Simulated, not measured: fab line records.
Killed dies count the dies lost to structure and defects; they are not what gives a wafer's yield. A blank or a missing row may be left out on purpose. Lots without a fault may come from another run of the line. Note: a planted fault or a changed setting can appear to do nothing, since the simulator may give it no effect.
fab line records | flow berkeley_cmos170
record: lots: 14 wafers: 42 last_day: 12
route steps=331 shown PFIELD@80 BACKSIDE@202 SDANNEAL@205
lots that met no fault: from a run of the same line without faults
start_h: start of the lot's first displayed wafer, in hours after the record's first day | wait_h: how many hours have passed since the lot's step before this one | " as in the row above | L1.1+2: several wafers, shown together as one row | - either no value or no given start | * or withheld: withheld | < > ~ a bound
route shown NAME@n: names a module that has steps shown in the file, with the first one's number in the route | usual: the fault-free wafers' mean and standard deviation | same: alike in all rows | chamber/n: place in a boat | sites: per-site readings | _std_site: the standard deviation of these | _edge_site: outer sites' mean less inner sites' | radius_mm: for every site, how far away it sits from the centre of the wafer | mask NAME#n: copy n | behind: the tool/chamber that last shaped the wafer | hold: reason for holding the lot/hours on hold/outcome of the hold | device: names the non-switching transistor (n, p or np) | end of line: tests of these same wafers at the route's end | step lacking rows: just its recipe | killed: count of dies lost to structure and defects at first sort (not the wafer's yield) | map: a wafer's dies, x killed, . not, _ none there
set.NAME: the setting as run; set.NAME@STEP: as run at that earlier step | model.NAME: the simulator's own value behind a step, which no gauge read
the route's steps for a sample of lots (tables are steps, rows are wafers)
services: the hour from which a tool's chamber was out of use, counted from the record's first day as start_h (under 0 if before that day), plus the number of hours and why
== steps ==
step: UCB170_PFIELD_COAT_01
recipe: resist: KrF spin_rpm: 1500 resist_thk_nm: 900
usual: chill_plate_temp_C: 23.01/0.11 dispense_pressure_kPa: 47.3/2.3 spin_speed_rpm: 1500.0/0.97
columns lot.wafer tool chamber start_h wait_h chill_plate_temp_C dispense_pressure_kPa spin_speed_rpm
L376.2 litho_track-02 0 81.81 0.1 23.19 48.4 1499.5
L376.3 " 0 " " 23.11 48.4 1498.8
L376.4 " 0 " " 23.30 48.4 1500.0
L379.1 litho_track-02 0 103.12 0.1 23.01 48.4 1500.1
L379.4 " 0 " " 22.92 48.4 1500.9
L379.6 " 0 " " 22.88 48.4 1500.8
L380.4 litho_track-01 0 103.22 0.1 22.96 49.3 1499.8
L380.5 " 0 " " 22.92 49.3 1499.2
L380.6 " 0 " " 22.95 49.3 1498.7
L385.1 litho_track-02 0 128.84 0.1 22.97 48.4 1499.4
L385.2 " 0 " " 23.05 48.4 1498.7
L385.3 " 0 " " 22.87 48.3 1499.9
L384.3 litho_track-04 0 128.93 0.1 23.05 44.1 1498.7
L384.4 " 0 " " 23.05 44.1 1498.2
L384.5 " 0 " " 23.05 44.1 1498.7
L389.3 litho_track-01 0 144.55 0.1 23.14 49.4 1499.3
L389.5 " 0 " " 22.93 49.3 1497.6
L389.6 " 0 " " 23.00 49.3 1500.2
L391.1 litho_track-01 - 159.63 0.1 - - -
L391.3 " - " " - - -
L391.5 " - " " - - -
L392.3 litho_track-04 - 159.72 0.1 - - -
L392.5 " - " " - - -
L392.6 " - " " - - -
L393.1 litho_track-01 0 160.53 0.1 22.87 49.3 1501.4
L393.2 " 0 " " 22.87 49.3 1500.8
L393.3 " 0 " " 22.90 49.4 1500.5
L394.3 litho_track-04 0 167.13 0.1 23.16 44.2 1502.0
L394.4 " 0 " " 23.08 44.1 1501.1
L394.6 " 0 " " 23.23 44.1 1499.6
L395.3 litho_track-04 0 179.99 0.1 23.09 44.1 1502.5
L395.4 " 0 " " 22.97 44.1 1501.6
L395.6 " 0 " " 23.06 44.1 1499.8
L397.2 litho_track-02 0 181.98 0.1 23.12 48.3 1498.8
L397.4 " 0 " " 23.07 48.3 1499.6
L397.5 " 0 " " 23.21 48.4 1499.1
L398.1 litho_track-04 0 189.47 0.1 22.99 44.1 1498.8
L398.2 " 0 " " 22.90 44.1 1500.1
L398.6 " 0 " " 22.93 44.1 1500.7
L399.1 litho_track-02 0 189.74 0.1 23.10 48.3 1498.7
L399.4 " 0 " " 23.08 48.4 1499.8
L399.6 " 0 " " 23.00 48.3 1499.8
step: UCB170_PFIELD_OVL_MEAS_06
usual: PFIELD_OVL: 0/5.8
columns lot.wafer tool chamber start_h wait_h PFIELD_OVL[nm]
L376.2 overlay-01 - 83.17 - 1
L376.3 " - " " 4
L376.4 " - " " -6
L379.1 overlay-01 - 104.05 - 1
L379.4 " - " " -2
L379.6 " - " " 4
L380.4 overlay-02 - 104.16 - 0
L380.5 " - " " -2
L380.6 " - " " -6
L385.1 overlay-01 - 129.66 - 11
L385.2 " - " " 12
L385.3 " - " " 12
L384.3 overlay-01 - 130.33 - 5
L384.4 " - " " 7
L384.5 " - " " 8
L389.3 overlay-01 - 145.20 - 5
L389.5 " - " " 4
L389.6 " - " " 1
L391.1 overlay-01 - 160.84 - -
L391.3 " - " " -
L391.5 " - " " -
L392.3 overlay-01 - 161.25 - -
L392.5 " - " " -
L392.6 " - " " -
L393.1 overlay-02 - 161.56 - -6
L393.2 " - " " -5
L393.3 " - " " -8
L394.3 overlay-02 - 168.34 - -3
L394.4 " - " " -2
L394.6 " - " " -7
L395.3 overlay-02 - 180.68 - 0
L395.4 " - " " 2
L395.6 " - " " -1
L397.2 overlay-02 - 183.54 - 7
L397.4 " - " " 5
L397.5 " - " " 7
L398.1 overlay-01 - 191.04 - 4
L398.2 " - " " 2
L398.6 " - " " -1
L399.1 overlay-02 - 191.22 - 3
L399.4 " - " " 7
L399.6 " - " " 4
step: UCB170_PFIELD_TW_MEAS_09
usual: PFIELD_TW: 596/5.2
columns lot.wafer tool chamber start_h wait_h PFIELD_TW
L376.2 film_metro-04 - 83.46 0.1 602
L376.3 " - " " 602
L376.4 " - " " 603
L379.1 film_metro-04 - 104.34 0.1 600
L379.4 " - " " 603
L379.6 " - " " 598
L380.4 film_metro-04 - 104.46 0.1 599
L380.5 " - " " 596
L380.6 " - " " 598
L385.1 film_metro-01 - 129.95 0.1 589
L385.2 " - " " 588
L385.3 " - " " 591
L384.3 film_metro-02 - 130.62 0.1 591
L384.4 " - " " 592
L384.5 " - " " 590
L389.3 film_metro-01 - 145.50 0.1 594
L389.5 " - " " 591
L389.6 " - " " 591
L391.1 film_metro-02 - 161.12 0.1 593
L391.3 " - " " 593
L391.5 " - " " 590
L392.3 film_metro-04 - 161.55 0.1 599
L392.5 " - " " 599
L392.6 " - " " 604
L393.1 film_metro-04 - 161.84 0.1 601
L393.2 " - " " 603
L393.3 " - " " 602
L394.3 film_metro-02 - 168.63 0.1 594
L394.4 " - " " 592
L394.6 " - " " 597
L395.3 film_metro-02 - 180.97 0.1 593
L395.4 " - " " 594
L395.6 " - " " 593
L397.2 film_metro-04 - 183.83 0.1 608
L397.4 " - " " 603
L397.5 " - " " 603
L398.1 film_metro-02 - 191.32 0.1 595
L398.2 " - " " 596
L398.6 " - " " 599
L399.1 film_metro-01 - 191.50 0.1 595
L399.4 " - " " 591
L399.6 " - " " 595
step: UCB170_BACKSIDE_STRIP_03
recipe: chemistry: O2 power_w: 400 pressure_mtorr: 3500 platen_temp_c: withheld o2_flow_sccm: 400 overash_fraction: 0.5
usual: drypump_motor_current_A: 5.92/0.23 oes_product_au: 0.734/0.004 strip_time_to_endpoint_s: 21.96/0.067
columns lot.wafer tool chamber start_h wait_h drypump_motor_current_A oes_product_au rf_hours_counter_h strip_time_to_endpoint_s
L376.2 plasma_asher-03 1 141.23 0.1 5.64 0.732 34 21.90
L376.3 " 0 " " 6.12 0.731 - 21.87
L376.4 " 1 " " 5.63 0.741 - 21.93
L379.1 plasma_asher-01 1 171.91 0.1 6.09 0.727 46 22.02
L379.4 " 0 " " 5.69 0.735 - 22.02
L379.6 " 0 " " 5.68 0.739 - 21.99
L380.4 plasma_asher-03 1 172.12 0.1 5.64 0.732 - 21.88
L380.5 " 1 " " 5.63 0.734 - 21.95
L380.6 " 0 " " 6.09 0.732 - 21.92
L385.1 plasma_asher-02 0 188.22 0.1 5.83 0.731 8 22.06
L385.2 " 1 " " 6.24 0.725 8 22.04
L385.3 " 0 " " 5.84 0.739 - 22.02
L384.3 plasma_asher-03 1 188.62 0.1 5.64 0.740 - 21.95
L384.4 " 0 " " 6.11 0.735 - 21.93
L384.5 " 1 " " 5.65 0.742 - 21.91
L389.3 plasma_asher-03 1 202.46 0.1 5.63 0.736 - 21.86
L389.5 " 0 " " 6.14 0.732 - 21.88
L389.6 " 1 " " 5.64 0.728 - 21.86
L393.1 plasma_asher-02 1 218.17 0.1 6.25 0.734 12 22.01
L393.2 " 0 " " 5.81 0.735 12 21.97
L393.3 " 1 " " 6.24 0.731 - 22.02
L391.1 plasma_asher-01 1 218.54 0.1 6.11 0.733 50 21.90
L391.3 " 1 " " 6.11 0.742 - 21.86
L391.5 " 0 " " 5.71 0.733 - 21.93
L392.3 plasma_asher-01 1 219.02 0.1 6.11 0.731 - 21.99
L392.5 " 1 " " 6.10 0.736 - 21.95
L392.6 " 0 " " 5.67 0.736 - 21.96
L394.3 plasma_asher-02 0 232.05 0.1 5.83 0.735 - 21.97
L394.4 " 1 " " 6.24 0.733 - 21.97
L394.6 " 0 " " 5.84 0.737 - 21.95
L395.3 plasma_asher-02 1 241.15 0.1 6.25 0.737 - 21.96
L395.4 " 0 " " 5.82 0.726 - 21.97
L395.6 " 1 " " 6.26 0.736 - 21.96
L397.2 plasma_asher-01 0 242.01 0.1 5.71 0.729 53 22.01
L397.4 " 1 " " 6.13 0.738 - 22.02
L397.5 " 0 " " 5.71 0.735 - 21.97
L398.1 plasma_asher-01 1 249.99 0.1 6.14 0.727 54 22.06
L398.2 " 0 " " 5.70 0.729 54 22.04
L398.6 " 1 " " 6.18 0.734 - 21.98
L399.1 plasma_asher-03 0 252.72 0.1 6.11 0.742 49 21.95
L399.4 " 0 " " 6.15 0.733 - 21.96
L399.6 " 1 " " 5.64 0.734 - 21.96
step: UCB170_SDANNEAL_RTA_01
recipe: temp_c: 1050 time_s: 5 ambient: N2
usual: chamber_o2_ppm: 1.997/0.025 lamp_power_pct: 36.2/2.2 wafer_temp_C_max: 1055.4/1.5
same: time_s: 5
columns lot.wafer tool chamber start_h wait_h chamber_o2_ppm lamp_power_pct wafer_temp_C_max
L376.2 rtp_anneal-02 0 141.60 0.1 1.988 34.3 1056.6
L376.3 " 0 " " 1.951 34.3 1056.5
L376.4 " 0 " " 2.023 34.3 1055.3
L379.1 rtp_anneal-02 0 172.34 0.1 2.009 34.4 1056.0
L379.4 " 0 " " 1.996 34.3 1054.8
L379.6 " 0 " " 1.972 34.4 1057.2
L380.4 rtp_anneal-01 0 172.57 0.1 1.935 38.9 1054.1
L380.5 " 0 " " 2.021 38.9 1054.7
L380.6 " 0 " " 1.993 38.8 1052.6
L385.1 rtp_anneal-02 0 188.56 0.1 1.999 34.4 1054.9
L385.2 " 0 " " 2.015 34.3 1055.4
L385.3 " 0 " " 1.964 34.3 1058.9
L384.3 rtp_anneal-01 0 188.95 0.1 2.006 38.9 1054.4
L384.4 " 0 " " 2.019 38.8 1053.6
L384.5 " 0 " " 1.974 38.9 1053.8
L389.3 rtp_anneal-01 0 202.79 0.1 1.958 38.9 1053.7
L389.5 " 0 " " 1.952 38.9 1052.9
L389.6 " 0 " " 1.973 38.9 1054.0
L393.1 rtp_anneal-02 0 218.54 0.1 1.972 34.3 1055.0
L393.2 " 0 " " 2.004 34.3 1055.2
L393.3 " 0 " " 2.020 34.3 1055.7
L391.1 rtp_anneal-01 0 218.88 0.1 2.003 38.9 1055.1
L391.3 " 0 " " 2.031 38.9 1054.0
L391.5 " 0 " " 1.977 38.8 1053.8
L392.3 rtp_anneal-01 0 219.35 0.1 2.006 38.8 1054.3
L392.5 " 0 " " 1.959 38.8 1053.6
L392.6 " 0 " " 1.994 38.8 1053.3
L394.3 rtp_anneal-02 0 232.38 0.1 1.951 34.3 1055.1
L394.4 " 0 " " 2.011 34.2 1056.8
L394.6 " 0 " " 2.032 34.3 1055.6
L395.3 rtp_anneal-01 0 241.49 0.1 2.044 38.9 1054.1
L395.4 " 0 " " 2.026 38.9 1054.1
L395.6 " 0 " " 2.039 38.8 1055.5
L397.2 rtp_anneal-01 0 242.36 0.1 2.014 38.9 1054.2
L397.4 " 0 " " 2.006 38.9 1054.4
L397.5 " 0 " " 2.001 38.9 1054.0
L398.1 rtp_anneal-02 0 250.50 0.1 1.976 34.3 1055.6
L398.2 " 0 " " 2.010 34.3 1056.3
L398.6 " 0 " " 2.012 34.3 1056.0
L399.1 rtp_anneal-02 0 253.09 0.1 1.993 34.3 1055.6
L399.4 " 0 " " 1.999 34.3 1057.9
L399.6 " 0 " " 1.968 34.3 1055.6
== services ==
columns tool chamber start_h hours kind
plasma_asher-03 - 69.81 0.7 repair
plasma_asher-02 - 85.51 7.1 repair
plasma_asher-01 - 89.47 2.4 repair
plasma_asher-02 - 108.75 9.0 pm
plasma_asher-02 0 108.75 9.0 vent_cycle
plasma_asher-02 1 108.75 9.0 vent_cycle
plasma_asher-02 0 117.75 - clean
plasma_asher-02 1 117.75 - clean
rtp_anneal-01 - 131.52 6.3 pm
plasma_asher-01 - 148.51 0.3 repair
plasma_asher-01 - 203.56 14.3 repair
== key ==
first_sign: step: UCB170_PFIELD_COAT_01 reading: tool_record direction: missing
effect: step: UCB170_PFIELD_OVL_MEAS_06 reading: PFIELD_OVL direction: missing
met_at UCB170_PFIELD_COAT_01
struck_lots L391,L392
sort_left_out L391.1,L391.3,L391.5,L392.3,L392.5,L392.6
tester_left_out L391,L392
not_acting_at UCB170_PFIELD_TW_MEAS_09,UCB170_BACKSIDE_STRIP_03,UCB170_SDANNEAL_RTA_01
onset_between 144.55 159.63
fault: kind: skipped_step_whole tool: litho_track-01,litho_track-04 chamber: - onset_h: 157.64 steps: UCB170_PFIELD_COAT_01 scope: struck_lots_only
tester_left_out: of these lots the tester's yield and bins aren't shown, on N5 and GAA mostly nor the transistor test; their killed dies are dies lost to structure and defects alone, not to doping, threshold or leakage, so they don't give the yield
sort_left_out: the simulated sort isn't trusted on such a fault, so these wafers' sort isn't shown, and their yield isn't known
